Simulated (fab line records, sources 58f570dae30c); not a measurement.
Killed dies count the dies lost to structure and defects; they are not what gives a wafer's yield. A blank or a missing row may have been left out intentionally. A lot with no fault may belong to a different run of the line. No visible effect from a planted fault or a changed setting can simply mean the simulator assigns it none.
Matching of chambers | flow berkeleyCmos170 | UCB170_GATE_ETCH_15 on rieSi-02: 4 sister chambers
The step etches poly-Si in HBr/Cl2, stops on SiO2, time 56.3 s, target depth 278.2 nm. 8 wafers are shown with their chamber, then 9 later ones without.

## WAFERS, EACH WITH ITS CHAMBER
wafer  | chamber | drypumpMotorCurrentA (A) | throttleValvePct (%)
L589.5 | 0       | 5.6                      | 26.70
L592.2 | 3       | 6.2                      | 26.47
L592.6 | 3       | 6.2                      | 26.46
L594.3 | 1       | 6.5                      | 26.39
L594.5 | 2       | 5.5                      | 26.60
L601.1 | 0       | 5.7                      | 26.67
L601.2 | 1       | 6.5                      | 26.38
L601.3 | 2       | 5.5                      | 26.59

## WAFERS WHOSE CHAMBER IS MISSING
wafer  | drypumpMotorCurrentA (A) | throttleValvePct (%)
L600.1 | 5.7                      | 26.69
L600.4 | 6.5                      | 26.39
L600.6 | 6.4                      | 26.38
L605.1 | 5.7                      | 26.69
L605.4 | 6.5                      | 26.39
L605.6 | 5.7                      | 26.69
L606.4 | 5.5                      | 26.61
L606.5 | 6.4                      | 26.41
L606.6 | 5.5                      | 26.59

## EACH ONE'S CHAMBER
wafer  | from the rows above | in truth
L600.1 | 0                   | 0
L600.4 | 1                   | 1
L600.6 | 1                   | 1
L605.1 | 0                   | 0
L605.4 | 1                   | 1
L605.6 | 0                   | 0
L606.4 | 2                   | 2
L606.5 | 1                   | 1
L606.6 | 2                   | 2
Placed correctly: 9 of 9. Can't be placed from these rows: 0. Placed wrongly: 0.
How it was worked out, from the rows above alone: a wafer's distance from a chamber is the root of the sum, over the readings, of the square of ((its reading less the chamber's mean) divided by the reading's scatter). If the next closest chamber is less than 2 further off than the closest, the wafer can't be placed; otherwise it belongs to the closest. The mean given for a chamber averages the wafers shown for that chamber. The scatter: the root of (the sum of the squares of (reading less its chamber's mean) over the shown wafers, divided by (wafers less chambers)).
